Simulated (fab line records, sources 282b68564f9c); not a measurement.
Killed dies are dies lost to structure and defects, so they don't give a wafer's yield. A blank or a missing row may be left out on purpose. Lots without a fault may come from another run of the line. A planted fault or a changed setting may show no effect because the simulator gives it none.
fab line records | flow rit_cmos
record lots=13 wafers=39 last_day=7
route steps=202 shown GATE@95 M1@202
lots that met no fault: from a run of the same line without faults
start_h: hours from the record's first day to the start of the lot's first wafer shown | wait_h: hours since the lot's step before | " the same as in the row above | L1.1+2: a row that stands for several wafers | - no value, or no start given | * or withheld: withheld | < > ~ a bound
route shown NAME@n: a module of which the file shows steps, and the number in the route of the first | usual: mean/standard deviation of fault-free wafers | same: alike in all rows | chamber/n: place in a boat | sites: the reading at each site | _std_site: their standard deviation | _edge_site: outer sites' mean less inner sites' | radius_mm: how far each site lies from the wafer's centre | mask NAME#n: copy n | behind: the tool/chamber that last shaped the wafer | hold: why the lot was held/for how many hours/how that ended | device: the transistor (n, p or np) that didn't switch | end of line: the same wafers' tests at the end of the route | a step without rows: its recipe alone | killed: dies lost to structure and defects at the first sort, not the wafer's yield | map: a wafer's dies, x killed, . not, _ none there
set.NAME: the setting as run; set.NAME@STEP: as run at that earlier step | model.NAME: the simulator's own value behind a step, which no gauge read
steps of the route over a sample of lots; a table a step, a row a wafer
services: from which hour (start_h, from the record's first day; less than 0 if before it) a tool's chamber was out of use, for how many hours, and why
## steps
# step RIT_GATE_ETCH_19
# recipe chemistry=SF6/CHF3/O2 time_s=168.1 SF6_flow_sccm=30 CHF3_flow_sccm=30 O2_flow_sccm=5 target=poly-Si pressure_mtorr=40 rf_w=160 target_depth_a=3125 over_etch_frac=0.25 stop_on=SiO2
# usual O2_flow_sccm=4.998/0.015 drypump_motor_current_A=5.7/0.42 he_backside_leak_sccm=2.7/0.36 oes_product_au=0.841/0.012 over_etch_frac=0.25/0 throttle_valve_pct=10.24/0.15
# same time_s=168.1
# columns lot.wafer tool chamber start_h wait_h O2_flow_sccm drypump_motor_current_A he_backside_leak_sccm oes_product_au over_etch_frac rf_hours_counter_h throttle_valve_pct
L439.1 rie_si-02 1 46.10 0.1 4.983 5.4 2.3 0.824 0.25 60 10.46
L439.3 " 0 " " 5.019 5.1 2.9 0.824 0.25 110 10.39
L439.6 " 3 " " 4.998 5.9 2.4 0.833 0.25 - 10.03
L440.1 rie_si-01 2 51.64 0.1 5.018 5.7 3.7 0.850 0.25 162 10.47
L440.3 " 0 " " 4.984 5.7 2.7 0.859 0.25 99 10.11
L440.6 " 2 " " 4.981 5.7 3.8 0.865 0.25 - 10.47
L441.2 rie_si-02 2 51.89 0.1 4.998 6.1 2.8 0.836 0.25 68 10.17
L441.5 " 3 " " 5.015 5.8 2.5 0.832 0.25 - 10.02
L441.6 " 2 " " 5.002 6.2 2.9 0.832 0.25 - 10.17
L442.4 rie_si-01 0 59.20 0.1 4.970 5.7 2.6 0.865 0.25 - 10.11
L442.5 " 1 " " 4.999 6.2 2.3 0.837 0.25 - 10.18
L442.6 " 3 " " 4.990 5.1 3.1 0.847 0.25 - 10.28
L443.1 rie_si-02 2 59.36 0.1 5.006 6.1 2.8 0.851 0.25 68 10.18
L443.5 " 1 " " 5.012 5.4 2.2 0.829 0.25 - 10.47
L443.6 " 0 " " 5.028 5.1 3.0 0.838 0.25 - 10.42
L444.1 rie_si-01 1 63.14 0.1 4.980 6.3 2.2 0.836 0.25 24 10.18
L444.3 " 3 " " 4.999 5.1 3.0 0.837 0.25 - 10.28
L444.6 " 3 " " 4.994 5.1 3.0 0.835 0.25 - 10.27
L445.1 rie_si-02 1 71.94 0.1 4.977 5.4 2.4 0.839 0.25 60 10.47
L445.3 " 0 " " 5.004 5.1 3.0 0.817 0.25 110 10.41
L445.5 " 3 " " 4.996 5.8 2.5 0.840 0.25 - 10.02
L451.1 rie_si-01 0 104.39 0.1 5.019 5.7 2.6 0.824 0.31123 99 10.12
L451.2 " 1 " " 5.001 6.3 2.3 0.851 0.25 25 10.18
L451.5 " 1 " " 5.014 6.2 2.3 0.842 0.25 - 10.18
L455.2 rie_si-02 3 122.50 0.1 5.000 5.8 2.4 0.843 0.25 118 10.03
L455.5 " 3 " " 4.987 5.9 2.5 0.838 0.25 - 10.03
L455.6 " 2 " " 4.994 6.1 3.0 0.843 0.25 - 10.18
L457.2 rie_si-02 1 132.00 0.1 5.005 5.4 2.5 0.828 0.25 61 10.49
L457.5 " 2 " " 4.977 6.1 2.7 0.843 0.25 - 10.18
L457.6 " 3 " " 5.016 5.9 2.5 0.828 0.25 - 10.03
L459.3 rie_si-02 1 138.02 0.1 5.019 5.4 2.4 0.836 0.25 61 10.48
L459.4 " 2 " " 5.008 6.1 2.7 0.843 0.25 69 10.16
L459.6 " 3 " " 5.016 5.9 2.5 0.833 0.25 - 10.04
L460.2 rie_si-02 1 143.54 0.1 4.990 5.4 2.5 0.842 0.25 61 10.47
L460.3 " 2 " " 4.996 6.1 2.7 0.851 0.25 69 10.16
L460.4 " 3 " " 5.014 5.9 2.4 0.848 0.25 119 10.02
L462.1 rie_si-02 0 156.47 0.1 4.995 5.1 3.0 0.825 0.25 110 10.40
L462.4 " 3 " " 5.029 5.9 2.4 0.844 0.25 - 10.04
L462.6 " 0 " " 5.006 5.1 2.9 0.819 0.25 - 10.41
# step RIT_M1_PROBE_99
# usual killed_at_contacts=0.1/0.27 killed_at_front_end=7/3.3 killed_dies=7/3.3 killed_open=3.5/2 killed_short=3.8/2.2
# same gross_dies=264 killed_at_M0_to_M3=0 killed_at_M4_up=0 killed_at_back_side=0 killed_at_other=0
# columns lot.wafer tool chamber start_h wait_h killed_at_contacts killed_at_front_end killed_dies killed_open killed_short
L455.2 prober-02 - 143.59 0.1 0 7 7 4 3
L455.5 prober-02 - 143.74 0.2 1 9 10 4 6
L455.6 prober-02 - 143.79 0.2 0 5 5 3 2
L459.3 prober-02 - 158.68 0.2 0 8 8 3 5
L459.4 prober-02 - 158.73 0.2 0 9 9 3 6
L459.6 prober-02 - 158.83 0.2 0 3 3 2 1
# killed by level:class
L455.2 GATE:geometric_particle:open=2 GATE:geometric_particle:short=1 SPACER:geometric_particle:open=1 SPACER:geometric_particle:short=1 SILICIDE:geometric_particle:short=1 SILICIDE:geometric_particle:open=1
L455.5 GATE:geometric_particle:short=3 GATE:geometric_particle:open=2 FOX1:geometric_particle:short=1 FOX2:geometric_particle:open=1 FOX2:geometric_particle:short=1 SPACER:geometric_particle:short=1 CONTACT:geometric_particle:open=1
L455.6 GATE:geometric_particle:open=2 GATE:geometric_particle:short=1 SILICIDE:geometric_particle:open=1 SILICIDE:geometric_particle:short=1
L459.3 REOX:geometric_particle:short=2 FOX2:geometric_particle:open=1 GATE:geometric_particle:open=1 GATE:geometric_particle:short=1 SPACER:geometric_particle:open=1 SPACER:geometric_particle:short=1 SILICIDE:geometric_particle:short=1
L459.4 FOX2:geometric_particle:short=2 GATE:geometric_particle:short=2 FOX2:geometric_particle:open=1 GATE:geometric_particle:open=1 REOX:geometric_particle:open=1 REOX:geometric_particle:short=1 SPACER:geometric_particle:short=1
L459.6 FOX2:geometric_particle:open=2 REOX:geometric_particle:short=1
## services
# columns tool chamber start_h hours kind
rie_si-01 1 32.45 21.4 repair
rie_si-01 2 57.26 - clean
rie_si-01 2 57.26 23.1 scheduled_down
rie_si-01 2 57.26 23.1 vent_cycle
rie_si-01 0 59.27 6.9 repair
rie_si-02 - 62.73 0.3 repair
rie_si-01 2 130.34 5.8 repair
rie_si-01 - 141.44 2.7 repair
rie_si-02 1 155.34 23.4 repair
## key
first_sign step=RIT_GATE_ETCH_19 reading=over_etch_frac direction=up sigmas=99+ usual=0.25 struck=0.31123
effect none on later readings
met_at RIT_GATE_ETCH_19
struck_lots L451
struck_wafers L451.1
tester_left_out L451
onset_between 59.20 104.39
fault kind=process_parameter_drift tool=rie_si-01 chamber=0 onset_h=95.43 steps=RIT_GATE_ETCH_19 channel=over_etch_frac offset=0.061226 shape=step end_h=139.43 stated=0.25
# tester_left_out: of these lots the tester's yield and bins aren't shown, on N5 and GAA mostly nor the transistor test; their killed dies are dies lost to structure and defects alone, not to doping, threshold or leakage, so they don't give the yield
